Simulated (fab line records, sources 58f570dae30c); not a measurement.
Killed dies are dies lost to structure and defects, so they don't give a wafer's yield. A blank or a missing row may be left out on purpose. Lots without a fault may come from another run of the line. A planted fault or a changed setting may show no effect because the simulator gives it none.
Which tool did it? | flow berkeley_cmos170 | 7 lots, 21 wafers sampled, at 3 steps of a route of 331

WHAT THE GAUGES READ, wafer by wafer
UCB170_CONTACT_CD_MEAS_90: target cd 700 nm.
lot  | measured     | on        | cd_nm (nm)
L792 | day 7 17:35  | cd_sem-01 | 697.6 696.5 698.0
L796 | day 8 01:53  | cd_sem-01 | 698.9 698.0 699.7
L800 | day 9 00:53  | cd_sem-01 | 701.7 699.7 697.9
L802 | day 9 21:13  | cd_sem-01 | 699.5 700.4 700.6
L804 | day 9 21:00  | cd_sem-01 | 699.9 700.4 701.9
L807 | day 11 07:34 | cd_sem-01 | 698.4 700.0 700.4
L814 | day 12 06:00 | cd_sem-01 | 701.4 702.1 701.1

WHICH TOOL RAN EACH LOT (tool, then ch and the chambers of the sampled wafers, then the start)
lot  | UCB170_ZERO_STRIP_07                | UCB170_PVT_SOFTBAKE_02
L792 | plasma_asher-03 ch 0,1, day 1 22:13 | litho_track-04 ch 0, day 6 06:09
L796 | plasma_asher-03 ch 0,1, day 3 00:52 | litho_track-02 ch 0, day 6 11:29
L800 | plasma_asher-03 ch 0,1, day 3 18:38 | litho_track-04 ch 0, day 7 10:12
L802 | plasma_asher-01 ch 0,1, day 4 03:29 | litho_track-04 ch 0, day 8 02:45
L804 | plasma_asher-03 ch 0,1, day 4 10:53 | litho_track-04 ch 0, day 8 06:40
L807 | plasma_asher-03 ch 0,1, day 5 03:51 | litho_track-04 ch 0, day 9 17:20
L814 | plasma_asher-03 ch 1, day 6 12:53   | litho_track-04 ch 0, day 10 23:40
- UCB170_ZERO_STRIP_07: strips in O2.
- UCB170_PVT_SOFTBAKE_02: time 60 s.

THE ANSWER, worked out from the rows above alone
Rule: what is usual is taken from the lots themselves. Put in order of their means at a reading, lots are off if they are a third of the lots or fewer, leave a main group of 4 or more, and stand apart from it by a gap of 3 or more times the standard deviation of the main group's means; of several such gaps the widest counts. A main group whose means are all the same, to the digits that the tables above print for the reading, isn't used. A lot without any number at a reading at which 4 lots or more have one is off too. The other lots that the step has rows for count as sound.
No lot is off at any reading shown: from this, nothing can be told.

WHAT THE SIMULATOR HAD PUT IN
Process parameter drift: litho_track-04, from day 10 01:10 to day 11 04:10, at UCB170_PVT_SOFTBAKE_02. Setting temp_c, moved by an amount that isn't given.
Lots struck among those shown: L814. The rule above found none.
